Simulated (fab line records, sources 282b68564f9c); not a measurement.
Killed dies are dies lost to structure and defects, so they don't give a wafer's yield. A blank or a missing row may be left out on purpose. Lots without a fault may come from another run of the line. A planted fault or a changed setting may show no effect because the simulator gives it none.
A struck lot beside a sound one | flow rit_cmos | 23 steps out of a route of 202
Sound: wafers L124.2, L124.3, L124.4. Struck: wafers L136.2, L136.4, L136.5. The cause comes at the end.
At each step with rows: each side's tool, then ch and its chambers, then its first start. Under that, the readings that differ: sound wafers | struck wafers | difference of the means | sigmas: that difference in standard deviations of wafers without a fault.
alike: readings whose means differ by less than 2 such deviations, and words and numbers that are the same on both sides. not compared: withheld readings, readings that some wafer has no value for, bounds like >300 that may hide the same value, and numbers for which the record gives no deviation and whose values overlap.
The two part at a step that has a row with sigmas, a row that says differs or no value, or rows on one side only. Numbers that don't overlap but have no deviation are shown without sigmas and don't part them. A reading that every wafer of one side lacks parts them only if that side has two wafers or more.

first, 5 steps without rows for these wafers: RIT_GATE_WET_ETCH_00 (etches SiO2 in BOE, target depth 56 nm, time 60 s); RIT_GATE_CLEAN_01 (cleans in SC1, time 600 s); RIT_GATE_CLEAN_02 (cleans in dHF, time 30 s); RIT_GATE_CLEAN_03 (cleans in SC2, time 600 s); RIT_GATE_CLEAN_04 (cleans in dHF, time 60 s).
RIT_FOX2_THK_MEAS_91:
  sound on film_metro-04, day 3 06:05; struck on film_metro-01, day 5 23:50
  alike: FIELD_OXIDE_LEFT_2_THK
then, 2 steps without rows for these wafers: RIT_GATE_OXIDATION_05 (target thk 3 nm, ox time 270 s); RIT_GATE_ANNEAL_06 (time 600 s).
RIT_GATE_THK_MEAS_07:
  sound on film_metro-01, day 3 09:19; struck on film_metro-01, day 6 17:41
  alike: GATE_OXIDE_THK
then, 1 step without rows for these wafers: RIT_GATE_CVD_08 (deposits poly-Si from SiH4, target thk 250 nm, time 2220 s).
RIT_GATE_THK_MEAS_09:
  sound on film_metro-04, day 3 11:29; struck on film_metro-04, day 6 19:22
  alike: GATE_POLY_THK
then, 1 step without rows for these wafers: RIT_GATE_HMDS_10 (prime time 60 s).
RIT_GATE_COAT_11: resist thk 850 nm.
  sound on litho_track-04 ch 0, day 3 11:43; struck on litho_track-04 ch 0, day 6 19:36
  reading                                   | sound             | struck          | difference | sigmas
  spin_speed_rpm (rpm)                      | 4255 4250 4251    | 4462 4461 4465  | +211       | +64
  model.NOVOLAK_of_GATE_COAT_11.thk_nm (nm) | 851.5 849.1 850.6 | 833.6 834.6 833 | -16.7      |
  alike: chill_plate_temp_C
then, 4 steps without rows for these wafers: RIT_GATE_SOFTBAKE_12 (time 60 s); RIT_GATE_EXPOSE_13 (exposes mask M6, target cd 150 nm); RIT_GATE_PEB_14; RIT_GATE_DEVELOP_15 (develop time 50 s).
RIT_GATE_CD_MEAS_16: target cd 150 nm.
  sound on cd_sem-01, day 3 12:25; struck on cd_sem-02, day 6 20:25
  alike: cd_nm
RIT_GATE_OVL_MEAS_17:
  sound on overlay-01, day 3 12:31; struck on overlay-02, day 6 20:31
  alike: GATE_OVL
then, 1 step without rows for these wafers: RIT_GATE_HARDBAKE_18 (time 60 s).
RIT_GATE_ETCH_19: etches poly-Si in SF6/CHF3/O2, stops on SiO2, time 165 s, target depth 312.5 nm.
  sound on rie_si-01 ch 0,1,2, day 3 12:41; struck on rie_si-01 ch 0,2, day 6 20:42
  reading                                   | sound             | struck            | difference | sigmas
  model.NOVOLAK_of_GATE_COAT_11.thk_nm (nm) | 674.9 674.2 668.9 | 653.6 661.6 652.7 | -16.7      |
  alike: drypump_motor_current_A, oes_product_au, throttle_valve_pct
  not compared: rf_hours_counter_h, model.GATE.cd_nm
RIT_GATE_STRIP_20: strips in O2, time 180 s.
  sound on plasma_asher-03 ch 0,1, day 3 12:48; struck on plasma_asher-03 ch 0, day 6 20:49
  alike: drypump_motor_current_A
  not compared: rf_hours_counter_h
RIT_M1_PROBE_99:
  sound on prober-01, day 4 10:49; struck on prober-02, day 7 21:40
  reading                              | sound             | struck            | difference | sigmas
  model.etest.npoly_line.line_ohm_um   | 168.1 170.8 167.1 | 171.5 172.2 174.7 | +4.1       |
  model.etest.npoly_line.width_nm (nm) | 102.5 100.2 102   | 96.76 98.61 97.98 | -3.78      |
  model.etest.ppoly_line.width_nm (nm) | 103.5 101.5 102.4 | 97.84 98.99 99.1  | -3.82      |
  alike: killed_at_M0_to_M3, killed_at_contacts, killed_at_front_end, killed_dies, killed_open, killed_short
  not compared: model.etest.ppoly_line.line_ohm_um, model.etest.ring.delay_ps, model.etest.nmos_0p15.vt_sat_v

WHERE THEY PART
Only at RIT_GATE_COAT_11, within this record. Later steps at which nothing parts them and some readings are alike: RIT_GATE_CD_MEAS_16, RIT_GATE_OVL_MEAS_17, RIT_GATE_ETCH_19, RIT_GATE_STRIP_20, RIT_M1_PROBE_99.

WHY: what the simulator had put in
Process parameter drift: litho_track-04, from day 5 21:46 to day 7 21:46, at RIT_GATE_COAT_11. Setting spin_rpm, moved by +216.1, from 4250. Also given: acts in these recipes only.
